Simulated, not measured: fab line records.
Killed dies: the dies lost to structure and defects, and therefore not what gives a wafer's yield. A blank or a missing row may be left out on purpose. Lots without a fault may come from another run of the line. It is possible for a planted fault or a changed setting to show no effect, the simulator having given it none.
fab line records	flow rit_cmos
record: lots: 7	wafers: 21	last_day: 8
route steps=202 shown NRETRO@61 PRETRO@64 GATE@75 FOX2@80 REOX@98 M1@202
lots with no fault: from the same line, run without faults
start_h: the number of hours between the record's first day and the start of the first shown wafer of the lot	wait_h: hours elapsed since this lot's preceding step	" the same as in the row above	L1.1+2: several wafers, shown together as one row	- no value, or no start was given	* or withheld: withheld	< > ~ a bound
route shown NAME@n: a module of which the file shows steps, and the number in the route of the first	usual: the fault-free wafers' mean and standard deviation	same: alike in all rows	chamber/n: place in a boat	sites: each site's reading	_std_site: how widely they spread, as a standard deviation	_edge_site: inner sites' mean taken away from outer sites' mean	radius_mm: how far each site lies from the wafer's centre	mask NAME#n: copy n	behind: the tool/chamber that last shaped the wafer	hold: the reason the lot was held/the length of the hold in hours/how it ended	device: names the non-switching transistor (n, p or np)	end of line: at the end of the route, the tests of the same wafers	where a step has no rows: the recipe by itself	killed: not the wafer's yield, but the dies lost to structure and defects at the first sort	map: shows each die of a wafer: x if killed, . if not, _ if none is there
set.NAME: the setting that was run; set.NAME@STEP: the one run at that earlier step	model.NAME: the simulator's own value behind a step, which no gauge read
a table for each step, a row for each wafer; lots at some steps of the route
services: when a tool's chamber went out of use (start_h, in hours from the record's first day, below 0 if earlier), for how many hours, and the reason
== steps ==
step: RIT_NRETRO_IMPLANT_08
recipe: species: P	energy_kev: 70	dose_cm2: 1e+13	tilt_deg: 7
step: RIT_NRETRO_STRIP_09
recipe: chemistry: O2	time_s: 180	resist: NOVOLAK	platen_temp_c: withheld	power_w: 500	pressure_mtorr: 4000	o2_flow_sccm: 4000
usual: drypump_motor_current_A: 6.1/0.5
lot.wafer	tool	chamber	start_h	wait_h	drypump_motor_current_A	rf_hours_counter_h
L819.2	plasma_asher-03	1	41.86	0.1	6.8	40
L819.4	"	1	"	"	6.8	-
L819.5	"	1	"	"	6.8	-
L821.2	plasma_asher-03	0	51.67	0.1	6.0	41
L821.3	"	0	"	"	6.0	-
L821.4	"	1	"	"	6.8	-
L831.3	plasma_asher-03	1	102.24	0.1	6.8	-
L831.5	"	0	"	"	6.0	-
L831.6	"	1	"	"	6.8	-
L833.2	plasma_asher-03	0	117.42	0.1	6.0	48
L833.4	"	0	"	"	6.1	-
L833.5	"	0	"	"	6.0	-
L834.1	plasma_asher-03	1	123.40	0.1	6.8	48
L834.4	"	0	"	"	6.0	-
L834.6	"	0	"	"	6.0	-
L835.2	plasma_asher-02	1	130.80	0.1	5.5	1
L835.3	"	0	"	"	5.9	-
L835.5	"	0	"	"	5.9	-
L837.1	plasma_asher-02	0	148.65	0.1	5.9	2
L837.4	"	0	"	"	5.9	-
L837.5	"	1	"	"	5.5	-
step: RIT_NRETRO_TW_MEAS_10
usual: NRETRO_TW: 1060/12
lot.wafer	tool	chamber	start_h	wait_h	NRETRO_TW
L819.2	film_metro-01	-	42.04	0.1	1047
L819.4	"	-	"	"	1053
L819.5	"	-	"	"	1052
L821.2	film_metro-03	-	51.85	0.1	1087
L821.3	"	-	"	"	1076
L821.4	"	-	"	"	1079
L831.3	film_metro-01	-	102.37	0.1	1050
L831.5	"	-	"	"	1052
L831.6	"	-	"	"	1046
L833.2	film_metro-03	-	117.60	0.1	1083
L833.4	"	-	"	"	1080
L833.5	"	-	"	"	1087
L834.1	film_metro-03	-	123.58	0.1	1074
L834.4	"	-	"	"	1078
L834.6	"	-	"	"	1077
L835.2	film_metro-01	-	130.99	0.1	1059
L835.3	"	-	"	"	1065
L835.5	"	-	"	"	1051
L837.1	film_metro-02	-	148.82	0.1	1056
L837.4	"	-	"	"	1057
L837.5	"	-	"	"	1053
step: RIT_PRETRO_HMDS_00
recipe: prime_time_s: 60	prime_temp_c: 140
step: RIT_PRETRO_COAT_01
recipe: resist: NOVOLAK	spin_rpm: 2000	resist_thk_nm: 1300
step: RIT_PRETRO_SOFTBAKE_02
recipe: resist: NOVOLAK	temp_c: 90	time_s: 60
step: RIT_PRETRO_EXPOSE_03
recipe: mask_id: M5	na: 0.57	target_cd_nm: 43700	dose_mj: 250
step: RIT_PRETRO_PEB_04
recipe: resist: NOVOLAK	temp_c: withheld	time_s: withheld
step: RIT_PRETRO_DEVELOP_05
recipe: resist: NOVOLAK	develop_time_s: 68	dev_temp_c: 23
step: RIT_PRETRO_OVL_MEAS_06
usual: PRETRO_OVL: -0.9/1.5
lot.wafer	tool	chamber	start_h	wait_h	PRETRO_OVL[nm]
L819.2	overlay-01	-	42.98	-	1.3
L819.4	"	-	"	"	-0.1
L819.5	"	-	"	"	2.9
L821.2	overlay-01	-	52.79	-	0.5
L821.3	"	-	"	"	0.7
L821.4	"	-	"	"	0.1
L831.3	overlay-01	-	103.31	-	-1.5
L831.5	"	-	"	"	1.3
L831.6	"	-	"	"	-1.9
L833.2	overlay-01	-	118.54	-	-1.5
L833.4	"	-	"	"	-1.0
L833.5	"	-	"	"	-1.2
L834.1	overlay-01	-	124.64	-	-1.0
L834.4	"	-	"	"	-1.2
L834.6	"	-	"	"	-0.8
L835.2	overlay-01	-	131.93	-	-2.1
L835.3	"	-	"	"	-1.3
L835.5	"	-	"	"	-1.0
L837.1	overlay-01	-	149.79	-	0.3
L837.4	"	-	"	"	-1.5
L837.5	"	-	"	"	-1.6
step: RIT_PRETRO_HARDBAKE_07
recipe: resist: NOVOLAK	temp_c: 140	time_s: 120
step: RIT_PRETRO_IMPLANT_08
recipe: species: B	energy_kev: 45	dose_cm2: 1.2e+13	tilt_deg: 7
step: RIT_PRETRO_STRIP_09
recipe: chemistry: O2	time_s: 180	resist: NOVOLAK	platen_temp_c: withheld	power_w: 500	pressure_mtorr: 4000	o2_flow_sccm: 4000
usual: drypump_motor_current_A: 5.64/0.2
lot.wafer	tool	chamber	start_h	wait_h	drypump_motor_current_A	rf_hours_counter_h
L819.2	plasma_asher-02	0	43.41	0.1	5.85	39
L819.4	"	1	"	"	5.44	-
L819.5	"	0	"	"	5.87	-
L821.2	plasma_asher-04	0	53.22	0.1	5.79	42
L821.3	"	1	"	"	5.40	-
L821.4	"	0	"	"	5.80	-
L831.3	plasma_asher-02	1	103.79	0.1	5.49	-
L831.5	"	0	"	"	5.87	-
L831.6	"	1	"	"	5.50	-
L833.2	plasma_asher-02	0	118.97	0.1	5.85	0
L833.4	"	0	"	"	5.86	-
L833.5	"	1	"	"	5.51	-
L834.1	plasma_asher-02	0	125.08	0.1	5.86	1
L834.4	"	0	"	"	5.88	-
L834.6	"	1	"	"	5.48	-
L835.2	plasma_asher-04	0	132.36	0.1	5.76	49
L835.3	"	1	"	"	5.38	-
L835.5	"	1	"	"	5.40	-
L837.1	plasma_asher-04	0	150.22	0.1	5.78	50
L837.4	"	0	"	"	5.77	-
L837.5	"	1	"	"	5.40	-
step: RIT_PRETRO_TW_MEAS_10
usual: PRETRO_TW: 474/3.4
lot.wafer	tool	chamber	start_h	wait_h	PRETRO_TW
L819.2	film_metro-04	-	43.60	0.1	476
L819.4	"	-	"	"	472
L819.5	"	-	"	"	474
L821.2	film_metro-02	-	53.40	0.1	478
L821.3	"	-	"	"	479
L821.4	"	-	"	"	475
L831.3	film_metro-04	-	103.93	0.1	473
L831.5	"	-	"	"	472
L831.6	"	-	"	"	471
L833.2	film_metro-01	-	119.15	0.1	475
L833.4	"	-	"	"	473
L833.5	"	-	"	"	470
L834.1	film_metro-04	-	125.26	0.1	472
L834.4	"	-	"	"	474
L834.6	"	-	"	"	470
L835.2	film_metro-04	-	132.54	0.1	473
L835.3	"	-	"	"	473
L835.5	"	-	"	"	475
L837.1	film_metro-04	-	150.40	0.1	470
L837.4	"	-	"	"	470
L837.5	"	-	"	"	470
step: RIT_GATE_WET_ETCH_00
recipe: chemistry: BOE	target: SiO2	target_depth_nm: 56	time_s: 60	dry: n2_spin	dilution: 10:1	temp_c: 21.5
step: RIT_GATE_CLEAN_01
recipe: chemistry: SC1	mix: 3:3:50	time_s: 600	temp_c: 75
step: RIT_GATE_CLEAN_02
recipe: chemistry: dHF	dilution: 50:1	time_s: 30
step: RIT_GATE_CLEAN_03
recipe: chemistry: SC2	mix: 3:3:50	time_s: 600	temp_c: 75	dry: n2_spin
step: RIT_GATE_CLEAN_04
recipe: chemistry: dHF	dilution: 50:1	time_s: 60	dry: n2_spin
step: RIT_FOX2_THK_MEAS_91
recipe: reads: SiO2_of_FOX2_OXIDATION_00
usual: FIELD_OXIDE_LEFT_2_THK: 258/5.3
lot.wafer	tool	chamber	start_h	wait_h	FIELD_OXIDE_LEFT_2_THK[nm]
L819.2	film_metro-01	-	44.09	0.0	261
L819.4	"	-	"	"	263
L819.5	"	-	"	"	258
L821.2	film_metro-04	-	54.08	0.0	255
L821.3	"	-	"	"	254
L821.4	"	-	"	"	255
L831.3	film_metro-03	-	104.40	0.0	268
L831.5	"	-	"	"	267
L831.6	"	-	"	"	265
L833.2	film_metro-01	-	119.83	0.0	255
L833.4	"	-	"	"	257
L833.5	"	-	"	"	252
L834.1	film_metro-03	-	125.73	0.0	264
L834.4	"	-	"	"	264
L834.6	"	-	"	"	260
L835.2	film_metro-03	-	133.03	0.0	255
L835.3	"	-	"	"	256
L835.5	"	-	"	"	254
L837.1	film_metro-01	-	150.89	0.0	257
L837.4	"	-	"	"	252
L837.5	"	-	"	"	255
step: RIT_GATE_OXIDATION_05
recipe: temp_c: 900	ambient: O2	target_thk_a: 30	ox_time_s: 270
step: RIT_GATE_ANNEAL_06
recipe: temp_c: 900	time_s: 600	ambient: N2O
step: RIT_GATE_THK_MEAS_07
recipe: reads: SiO2_of_GATE_OXIDATION_05
usual: GATE_OXIDE_THK: 3.04/0.064
lot.wafer	tool	chamber	start_h	wait_h	GATE_OXIDE_THK[nm]
L819.2	film_metro-04	-	47.69	0.0	2.94
L819.4	"	-	"	"	3.02
L819.5	"	-	"	"	3.01
L821.2	film_metro-01	-	57.31	0.0	3.08
L821.3	"	-	"	"	3.00
L821.4	"	-	"	"	3.08
L831.3	film_metro-04	-	109.79	0.0	3.01
L831.5	"	-	"	"	2.99
L831.6	"	-	"	"	3.03
L834.1	film_metro-03	-	137.68	0.0	2.95
L834.4	"	-	"	"	2.96
L834.6	"	-	"	"	3.04
L833.2	film_metro-01	-	137.69	0.0	2.99
L833.4	"	-	"	"	3.00
L833.5	"	-	"	"	3.07
L835.2	film_metro-04	-	143.54	0.0	3.08
L835.3	"	-	"	"	3.04
L835.5	"	-	"	"	3.11
L837.1	film_metro-03	-	155.06	0.0	3.12
L837.4	"	-	"	"	3.12
L837.5	"	-	"	"	3.18
step: RIT_GATE_CVD_08
recipe: material: poly-Si	target_thk_nm: 250	temp_c: 610	precursor: SiH4	time_s: 2220	pressure_mtorr: 300	sih4_flow_sccm: 100
step: RIT_GATE_THK_MEAS_09
recipe: reads: poly-Si_of_GATE_CVD_08
usual: GATE_POLY_THK: 250.6/1.9
lot.wafer	tool	chamber	start_h	wait_h	GATE_POLY_THK[nm]
L819.2	film_metro-04	-	49.37	0.0	251.9
L819.4	"	-	"	"	255.3
L819.5	"	-	"	"	254.2
L821.2	film_metro-04	-	59.49	0.0	249.1
L821.3	"	-	"	"	248.1
L821.4	"	-	"	"	247.8
L831.3	film_metro-03	-	111.48	0.0	246.9
L831.5	"	-	"	"	247.8
L831.6	"	-	"	"	247.1
L834.1	film_metro-03	-	139.36	0.0	249.6
L834.4	"	-	"	"	251.2
L834.6	"	-	"	"	252.1
L833.2	film_metro-04	-	139.37	0.0	250.6
L833.4	"	-	"	"	252.7
L833.5	"	-	"	"	249.8
L835.2	film_metro-04	-	145.21	0.0	250.2
L835.3	"	-	"	"	251.3
L835.5	"	-	"	"	252.1
L837.1	film_metro-04	-	156.74	0.0	250.6
L837.4	"	-	"	"	248.0
L837.5	"	-	"	"	249.0
step: RIT_GATE_HMDS_10
recipe: prime_time_s: 60	prime_temp_c: 140
step: RIT_GATE_COAT_11
recipe: resist: NOVOLAK	spin_rpm: 4250	resist_thk_nm: 850
step: RIT_GATE_SOFTBAKE_12
recipe: resist: NOVOLAK	temp_c: 90	time_s: 60
step: RIT_GATE_EXPOSE_13
recipe: mask_id: M6	na: 0.6	source_shape: conventional	sigma_outer: 0.6	target_cd_nm: 150	dose_mj: 380
step: RIT_GATE_PEB_14
recipe: resist: NOVOLAK	temp_c: withheld	time_s: withheld
step: RIT_GATE_DEVELOP_15
recipe: resist: NOVOLAK	develop_time_s: 50	dev_temp_c: 23
step: RIT_GATE_CD_MEAS_16
recipe: target_cd_nm: 150
usual: cd_nm: 149.1/2.2
lot.wafer	tool	chamber	start_h	wait_h	cd_nm
L819.2	cd_sem-01	-	50.29	-	149.2
L819.4	"	-	"	"	146.6
L819.5	"	-	"	"	147.9
L821.2	cd_sem-01	-	60.41	-	148.6
L821.3	"	-	"	"	147.2
L821.4	"	-	"	"	148.8
L831.3	cd_sem-02	-	112.76	-	151.6
L831.5	"	-	"	"	152.3
L831.6	"	-	"	"	151.2
L833.2	cd_sem-02	-	140.42	-	149.6
L833.4	"	-	"	"	151.6
L833.5	"	-	"	"	150.5
L834.1	cd_sem-01	-	140.64	-	150.4
L834.4	"	-	"	"	149.8
L834.6	"	-	"	"	149.7
L835.2	cd_sem-02	-	146.13	-	151.5
L835.3	"	-	"	"	150.0
L835.5	"	-	"	"	150.3
L837.1	cd_sem-02	-	158.18	-	149.3
L837.4	"	-	"	"	153.3
L837.5	"	-	"	"	150.0
step: RIT_GATE_OVL_MEAS_17
usual: GATE_OVL: 0.0/1.4
lot.wafer	tool	chamber	start_h	wait_h	GATE_OVL[nm]
L819.2	overlay-02	-	50.39	0.1	-1.9
L819.4	"	-	"	"	-1.0
L819.5	"	-	"	"	-1.2
L821.2	overlay-01	-	60.51	0.1	1.4
L821.3	"	-	"	"	0.6
L821.4	"	-	"	"	-0.7
L831.3	overlay-02	-	112.85	0.1	0.7
L831.5	"	-	"	"	0.6
L831.6	"	-	"	"	0.3
L833.2	overlay-02	-	140.52	0.1	0.4
L833.4	"	-	"	"	-0.8
L833.5	"	-	"	"	2.4
L834.1	overlay-01	-	140.76	0.1	-2.2
L834.4	"	-	"	"	-1.8
L834.6	"	-	"	"	-0.3
L835.2	overlay-02	-	146.24	0.1	-1.1
L835.3	"	-	"	"	-1.0
L835.5	"	-	"	"	1.2
L837.1	overlay-01	-	158.30	0.1	-0.9
L837.4	"	-	"	"	-1.8
L837.5	"	-	"	"	-0.5
step: RIT_GATE_HARDBAKE_18
recipe: resist: NOVOLAK	temp_c: 140	time_s: 60
step: RIT_GATE_ETCH_19
recipe: chemistry: SF6/CHF3/O2	time_s: 165	SF6_flow_sccm: 30	CHF3_flow_sccm: 30	O2_flow_sccm: 5	target: poly-Si	pressure_mtorr: 40	rf_w: 160	target_depth_a: 3125	over_etch_frac: 0.25	stop_on: SiO2
usual: drypump_motor_current_A: 5.54/0.28	oes_product_au: 0.849/0.016	throttle_valve_pct: 10.24/0.06
lot.wafer	tool	chamber	start_h	wait_h	drypump_motor_current_A	oes_product_au	rf_hours_counter_h	throttle_valve_pct
L819.2	rie_si-01	3	50.57	0.1	5.29	0.870	1	10.15
L819.4	"	0	"	"	5.87	0.846	140	10.25
L819.5	"	3	"	"	5.29	0.868	-	10.14
L821.2	rie_si-01	2	60.69	0.1	5.76	0.854	0	10.31
L821.3	"	1	"	"	5.58	0.833	145	10.32
L821.4	"	0	"	"	5.89	0.828	140	10.25
L831.3	rie_si-01	3	113.03	0.1	5.30	0.856	1	10.14
L831.5	"	1	"	"	5.56	0.828	-	10.29
L831.6	"	2	"	"	5.75	0.843	-	10.32
L833.2	rie_si-01	0	140.70	0.1	5.86	0.831	141	10.26
L833.4	"	2	"	"	5.76	0.854	-	10.33
L833.5	"	0	"	"	5.87	0.834	-	10.26
L834.1	rie_si-02	3	140.94	0.1	5.44	0.837	1	10.25
L834.4	"	2	"	"	5.10	0.859	-	10.23
L834.6	"	1	"	"	5.97	0.875	-	10.19
L835.2	rie_si-01	2	146.42	0.1	5.78	0.854	1	10.31
L835.3	"	0	"	"	5.87	0.832	141	10.26
L835.5	"	3	"	"	5.31	0.871	-	10.14
L837.1	rie_si-01	1	158.49	0.1	5.58	0.848	0	10.31
L837.4	"	1	"	"	5.60	0.847	-	10.30
L837.5	"	2	"	"	5.76	0.842	-	10.33
step: RIT_GATE_STRIP_20
recipe: chemistry: O2	time_s: 180	resist: NOVOLAK	platen_temp_c: withheld	power_w: 500	pressure_mtorr: 4000	o2_flow_sccm: 4000
usual: drypump_motor_current_A: 5.9/0.49
lot.wafer	tool	chamber	start_h	wait_h	drypump_motor_current_A	rf_hours_counter_h
L819.2	plasma_asher-03	1	50.68	0.1	6.8	41
L819.4	"	1	"	"	6.8	-
L819.5	"	1	"	"	6.8	-
L821.2	plasma_asher-03	1	60.80	0.1	6.8	42
L821.3	"	1	"	"	6.8	-
L821.4	"	0	"	"	6.0	-
L831.3	plasma_asher-03	1	113.19	0.1	6.8	-
L831.5	"	0	"	"	6.0	-
L831.6	"	1	"	"	6.8	-
L833.2	plasma_asher-03	0	140.81	0.1	6.0	49
L833.4	"	0	"	"	6.0	-
L833.5	"	0	"	"	6.0	-
L834.1	plasma_asher-01	0	141.05	0.1	5.4	33
L834.4	"	1	"	"	5.8	-
L834.6	"	0	"	"	5.4	-
L835.2	plasma_asher-01	1	146.53	0.1	5.9	33
L835.3	"	0	"	"	5.4	-
L835.5	"	0	"	"	5.4	-
L837.1	plasma_asher-01	0	158.60	0.1	5.4	34
L837.4	"	1	"	"	5.8	-
L837.5	"	1	"	"	5.8	-
step: RIT_GATE_CD_MEAS_90
recipe: target_cd_nm: 150
usual: cd_nm: 149.1/2.2
lot.wafer	tool	chamber	start_h	wait_h	cd_nm
L819.2	cd_sem-01	-	50.88	0.1	149.3
L819.4	"	-	"	"	147.2
L819.5	"	-	"	"	147.9
L821.2	cd_sem-02	-	61.00	0.1	148.5
L821.3	"	-	"	"	147.5
L821.4	"	-	"	"	148.9
L831.3	cd_sem-02	-	113.35	0.1	151.7
L831.5	"	-	"	"	152.2
L831.6	"	-	"	"	151.1
L833.2	cd_sem-02	-	141.01	0.1	150.0
L833.4	"	-	"	"	151.7
L833.5	"	-	"	"	150.2
L834.1	cd_sem-01	-	141.23	0.1	150.6
L834.4	"	-	"	"	150.4
L834.6	"	-	"	"	150.5
L835.2	cd_sem-01	-	146.72	0.1	151.7
L835.3	"	-	"	"	150.2
L835.5	"	-	"	"	150.6
L837.1	cd_sem-01	-	158.77	0.1	149.8
L837.4	"	-	"	"	153.0
L837.5	"	-	"	"	150.5
step: RIT_REOX_CLEAN_00
recipe: chemistry: SC1	mix: 3:3:50	time_s: 600	temp_c: 75
step: RIT_REOX_CLEAN_01
recipe: chemistry: dHF	dilution: 50:1	time_s: 30
step: RIT_REOX_CLEAN_02
recipe: chemistry: SC2	mix: 3:3:50	time_s: 600	temp_c: 75	dry: n2_spin
step: RIT_REOX_OXIDATION_03
recipe: temp_c: 900	ambient: O2	target_thk_a: 252	ox_time_s: 5580
step: RIT_REOX_THK_MEAS_04
recipe: reads: SiO2_of_REOX_OXIDATION_03
usual: REOX_OXIDE_THK: 25.3/0.58
lot.wafer	tool	chamber	start_h	wait_h	REOX_OXIDE_THK[nm]
L819.2	film_metro-04	-	54.84	0.0	24.9
L819.4	"	-	"	"	25.4
L819.5	"	-	"	"	25.0
L821.2	film_metro-02	-	65.93	0.0	23.2
L821.3	"	-	"	"	23.8
L821.4	"	-	"	"	23.8
L831.3	film_metro-03	-	119.62	0.0	24.8
L831.5	"	-	"	"	25.1
L831.6	"	-	"	"	25.0
L834.1	film_metro-02	-	148.01	0.0	25.3
L834.4	"	-	"	"	25.4
L834.6	"	-	"	"	25.5
L833.2	film_metro-04	-	148.02	0.0	26.0
L833.4	"	-	"	"	26.3
L833.5	"	-	"	"	25.8
L835.2	film_metro-04	-	155.29	0.0	26.6
L835.3	"	-	"	"	26.4
L835.5	"	-	"	"	26.1
L837.1	film_metro-03	-	162.04	0.0	25.4
L837.4	"	-	"	"	25.2
L837.5	"	-	"	"	25.8
step: RIT_M1_PROBE_99
usual: killed_at_M0_to_M3: 0.0/0.14	killed_at_contacts: 0.1/0.3	killed_at_front_end: 7/3.1	killed_dies: 7/3.1	killed_on_rim: 1.9/1.5	killed_open: 3.8/2.3	killed_short: 3.2/1.9
same: gross_dies: 264	killed_at_M4_up: 0	killed_at_back_side: 0	killed_at_other: 0
lot.wafer	tool	chamber	start_h	wait_h	killed_at_M0_to_M3	killed_at_contacts	killed_at_front_end	killed_dies	killed_on_rim	killed_open	killed_short
L819.2	prober-01	-	71.57	0.1	0	0	8	8	1	4	4
L819.4	prober-01	-	71.67	0.2	1	0	10	11	2	5	6
L819.5	prober-01	-	71.72	0.2	0	0	6	6	1	1	5
L821.2	prober-01	-	82.81	0.1	0	0	6	6	0	4	2
L821.3	prober-01	-	82.86	0.2	0	1	2	3	1	2	1
L821.4	prober-01	-	82.91	0.2	0	0	5	5	2	3	2
L831.3	prober-01	-	137.50	0.2	0	0	39	39	10	4	3
L831.5	prober-01	-	137.60	0.2	0	0	14	14	7	2	1
L831.6	prober-01	-	137.65	0.2	0	0	30	30	4	2	1
L833.2	prober-02	-	165.67	0.1	0	0	26	26	12	5	8
L833.4	prober-02	-	165.77	0.2	0	0	18	18	6	5	5
L833.5	prober-02	-	165.82	0.2	0	0	31	31	3	3	2
L834.1	prober-01	-	167.12	0.1	0	0	21	21	11	5	4
L834.4	prober-01	-	167.27	0.2	0	0	22	22	8	6	3
L834.6	prober-01	-	167.37	0.2	0	0	34	34	6	4	2
L837.1	prober-02	-	181.89	0.1	0	0	3	3	1	2	1
L837.4	prober-02	-	182.04	0.2	0	0	9	9	3	2	7
L837.5	prober-02	-	182.09	0.2	0	0	4	4	0	1	3
killed by level:class
L819.2 GATE:geometric_particle:short=4 GATE:geometric_particle:open=2 FOX1:geometric_particle:open=1 SILICIDE:geometric_particle:open=1
L819.4 FOX1:geometric_particle:short=3 GATE:geometric_particle:open=2 FOX1:geometric_particle:open=1 FOX2:geometric_particle:open=1 GATE:geometric_particle:short=1 SPACER:geometric_particle:short=1 SILICIDE:geometric_particle:open=1 M1:geometric_particle:short=1
L819.5 REOX:geometric_particle:short=2 FOX2:geometric_particle:short=1 GATE:geometric_particle:short=1 REOX:geometric_particle:open=1 SPACER:geometric_particle:short=1
L821.2 GATE:geometric_particle:open=2 FOX1:geometric_particle:open=1 GATE:geometric_particle:short=1 REOX:geometric_particle:short=1 SPACER:geometric_particle:open=1
L821.3 GATE:geometric_particle:open=1 REOX:geometric_particle:short=1 CONTACT:geometric_particle:open=1
L821.4 ACTIVE:geometric_particle:open=1 GATE:geometric_particle:open=1 GATE:geometric_particle:short=1 SPACER:geometric_particle:open=1 SPACER:geometric_particle:short=1
L831.3 PRETRO:unspecified=32 GATE:geometric_particle:open=3 FOX1:geometric_particle:short=1 FOX2:geometric_particle:short=1 GATE:geometric_particle:short=1 REOX:geometric_particle:open=1
L831.5 PRETRO:unspecified=11 FOX1:geometric_particle:open=1 SPACER:geometric_particle:short=1 SILICIDE:geometric_particle:open=1
L831.6 PRETRO:unspecified=27 FOX2:geometric_particle:open=1 GATE:geometric_particle:open=1 REOX:geometric_particle:short=1
L833.2 PRETRO:unspecified=13 GATE:geometric_particle:short=4 FOX2:geometric_particle:short=2 GATE:geometric_particle:open=2 REOX:geometric_particle:open=2 REOX:geometric_particle:short=2 SILICIDE:geometric_particle:open=1
L833.4 PRETRO:unspecified=8 REOX:geometric_particle:open=3 ACTIVE:geometric_particle:short=1 FOX1:geometric_particle:short=1 FOX2:geometric_particle:short=1 FOX2:geometric_particle:open=1 GATE:geometric_particle:short=1 GATE:geometric_particle:open=1
L833.5 PRETRO:unspecified=26 GATE:geometric_particle:open=3 GATE:geometric_particle:short=1 SPACER:geometric_particle:short=1
L834.1 PRETRO:unspecified=12 GATE:geometric_particle:short=4 FOX1:geometric_particle:open=2 FOX2:geometric_particle:open=1 GATE:geometric_particle:open=1 SPACER:geometric_particle:open=1
L834.4 PRETRO:unspecified=13 GATE:geometric_particle:short=2 REOX:geometric_particle:open=2 FOX1:geometric_particle:open=1 FOX2:geometric_particle:short=1 SPACER:geometric_particle:open=1 GATE:geometric_particle:open=1 SILICIDE:geometric_particle:open=1
L834.6 PRETRO:unspecified=28 SILICIDE:geometric_particle:open=2 FOX1:geometric_particle:open=1 FOX1:geometric_particle:short=1 GATE:geometric_particle:open=1 SILICIDE:geometric_particle:short=1
L837.1 FOX2:geometric_particle:short=1 GATE:geometric_particle:open=1 SILICIDE:geometric_particle:open=1
L837.4 GATE:geometric_particle:short=5 FOX1:geometric_particle:short=2 GATE:geometric_particle:open=2
L837.5 SILICIDE:geometric_particle:short=2 GATE:geometric_particle:open=1 REOX:geometric_particle:short=1
map L831.3 (x killed, . not)
________......._______
_____.............____
____...............___
___.................__
__..................._
__...xx.............._
_.xxxx................
_xxxxxxx.....x........
_.xxxxxx...........x..
_xxxxxx.............x.
__xxxxx.............._
__.x.x.........x....x_
___.x.............x.__
____...............___
_____.............____
________......._______
map L833.5 (x killed, . not)
________x......_______
_____.............____
____...............___
___.................__
__..................._
__..................._
_..x................x.
_.xxxxxx....xx........
_.xxxxxxx.....x.......
_.xxxxxxxx............
__.xxxx.............._
__..................._
___.................__
____...............___
_____.............____
________......._______
== services ==
tool	chamber	start_h	hours	kind
rie_si-02	1	52.96	6.6	repair
rie_si-02	0	72.58	18.3	repair
plasma_asher-02	-	74.68	1.6	repair
plasma_asher-02	-	108.75	9.0	pm
plasma_asher-02	0	108.75	9.0	vent_cycle
plasma_asher-02	1	108.75	9.0	vent_cycle
plasma_asher-02	0	117.75	-	clean
plasma_asher-02	1	117.75	-	clean
rie_si-02	0	129.10	-	clean
rie_si-02	0	129.10	16.2	scheduled_down
rie_si-02	0	129.10	16.2	vent_cycle
rie_si-01	1	131.99	-	clean
rie_si-01	1	131.99	21.8	scheduled_down
rie_si-01	1	131.99	21.8	vent_cycle
rie_si-01	0	155.65	-	clean
rie_si-01	0	155.65	27.1	scheduled_down
rie_si-01	0	155.65	27.1	vent_cycle
== key ==
first_sign: step: RIT_M1_PROBE_99	reading: killed_dies	direction: up	sigmas: 6.2	usual: 7	struck: 26
effect: step: RIT_M1_PROBE_99	reading: killed_at_front_end	direction: up	sigmas: 6.2	usual: 7	struck: 26
met_at RIT_PRETRO_STRIP_09
struck_wafers L831.3,L831.5,L831.6,L833.2,L833.4,L833.5,L834.1,L834.4,L834.6
tester_left_out L831,L833,L834
onset_between 43.41 103.79
also_fits RIT_NRETRO_STRIP_09:plasma_asher-03
fault: kind: chamber_particle_source	tool: plasma_asher-02	chamber: -	onset_h: 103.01	steps: RIT_PRETRO_STRIP_09	rate_per_visit_cm2: 0.56699	end_h: 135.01
tester_left_out: of these lots the tester's yield and bins aren't shown, on N5 and GAA mostly nor the transistor test; their killed dies are dies lost to structure and defects alone, not to doping, threshold or leakage, so they don't give the yield
